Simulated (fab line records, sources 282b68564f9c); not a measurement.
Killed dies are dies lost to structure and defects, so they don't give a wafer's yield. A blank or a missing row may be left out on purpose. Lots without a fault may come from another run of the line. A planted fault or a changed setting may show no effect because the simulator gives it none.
Split-lot experiment | flow rit_cmos | 5 lots, 23 wafers read, on a route of 202 steps

THE SPLIT
At RIT_SPACER_ETCHBACK_05 (etches Si3N4 in SF6/CHF3, stops on SiO2, target depth 250 nm, time 240 s), the setting time_s was moved away from the recipe's 240 s on 9 of the 23 wafers read, by -5.8% to +10.9%. The other wafers ran this setting at the recipe's value.

The reading is taken at the split's own step.

THE READING
Si3N4_of_SPACER_CVD_03.thk_nm (the simulator's own value, which no gauge read), in nm, at RIT_SPACER_ETCHBACK_05 (etches Si3N4 in SF6/CHF3, stops on SiO2, target depth 250 nm, time 240 s). The file gives no usual value for it. The 14 wafers here that ran the recipe average 195.2 nm, standard deviation 2.3 nm.

wafer  | tool, chamber at the split | time_s as run, s | against the recipe | Si3N4_of_SPACER_CVD_03.thk_nm, nm | against lot-mates on the recipe
L075.1 | rie_diel-01, 3             | 250.1            | +4.2%              | 196.2                             | -1.8
L075.2 | rie_diel-01, 1             | 240              | recipe             | 197.5                             | -
L075.3 | rie_diel-01, 0             | 250.1            | +4.2%              | 197.5                             | -0.5
L075.4 | rie_diel-01, 2             | 240              | recipe             | 198.5                             | -
L075.6 | rie_diel-01, 2             | 240              | recipe             | 197.9                             | -
L079.1 | rie_diel-02, 2             | 240              | recipe             | 193.5                             | -
L079.2 | rie_diel-02, 1             | 266.1            | +10.9%             | 187.1                             | -7.7
L079.3 | rie_diel-02, 0             | 266.1            | +10.9%             | 188.6                             | -6.2
L079.4 | rie_diel-02, 3             | 266.1            | +10.9%             | 188.8                             | -5.9
L079.5 | rie_diel-02, 0             | 240              | recipe             | 196                               | -
L080.1 | rie_diel-03, 0             | 240              | recipe             | 196.9                             | -
L080.3 | rie_diel-03, 2             | 240              | recipe             | 197.3                             | -
L080.4 | rie_diel-03, 1             | 240              | recipe             | 197                               | -
L081.1 | rie_diel-03, 3             | 240              | recipe             | 193.9                             | -
L081.2 | rie_diel-03, 0             | 240              | recipe             | 194                               | -
L081.3 | rie_diel-03, 2             | 240              | recipe             | 194.4                             | -
L081.4 | rie_diel-03, 1             | 265.2            | +10.5%             | 187.8                             | -6.3
L081.5 | rie_diel-03, 3             | 265.2            | +10.5%             | 189.7                             | -4.4
L085.1 | rie_diel-02, 0             | 240              | recipe             | 191.8                             | -
L085.2 | rie_diel-02, 1             | 226.2            | -5.8%              | 195.8                             | +3.8
L085.4 | rie_diel-02, 2             | 240              | recipe             | 191.9                             | -
L085.5 | rie_diel-02, 1             | 226.2            | -5.8%              | 194.9                             | +2.9
L085.6 | rie_diel-02, 2             | 240              | recipe             | 192.4                             | -

THE FIT
A straight line over all 23 wafers: Si3N4_of_SPACER_CVD_03.thk_nm changes by -0.506 nm for each +1% of time_s; r = -0.73; the points scatter about the line by 2.5 nm.
The same after taking each lot's own level away (the mean of its wafers on the recipe; 23 wafers): -0.561 nm for each +1%; r = -0.97; scatter 0.79 nm.
On that fit, the largest move of time_s shifts the reading by 6.1 nm.
The lots' own levels span 192.03 to 197.97 nm, that is 2.6 times the standard deviation above.
So the lot-to-lot level blurs the effect unless lot-mates are compared.
Check: with one of the wafers moved furthest among these (+10.9%) left out of the fit, the line predicts -5.65 nm for it against its lot-mates. It came out at -7.65 nm against them.

OTHER SPLITS ON THESE WAFERS
These wafers also went through other splits before the reading. Each is held against what the fit with the lots' levels taken away leaves over:
other split on the same wafers | wafers away from the commonest value | r with Si3N4_of_SPACER_CVD_03.thk_nm (lot level and that fit taken away)
RIT_PLDD_IMPLANT_08 dose_cm2   | 8                                    | +0.12

THE WHOLE CHAIN: every reading that the file lists as answering this split, in the file's order
step                   | what it does                                                             | reading                                                                        | change (the file's fit)               | r (the file's)
RIT_SPACER_ETCHBACK_05 | etches Si3N4 in SF6/CHF3, stops on SiO2, target depth 250 nm, time 240 s | poly-Si_of_GATE_CVD_08.thk_nm (the simulator's own value, which no gauge read) | -0.589 nm for each +1% of the setting | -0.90
RIT_SPACER_ETCHBACK_05 | etches Si3N4 in SF6/CHF3, stops on SiO2, target depth 250 nm, time 240 s | Si3N4_of_SPACER_CVD_03.thk_nm (the simulator's own value, which no gauge read) | -0.543 nm for each +1% of the setting | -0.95

THE FILE'S OWN FIT
Si3N4_of_SPACER_CVD_03.thk_nm changes by -0.543 nm for each +1% of time_s, r = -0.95.
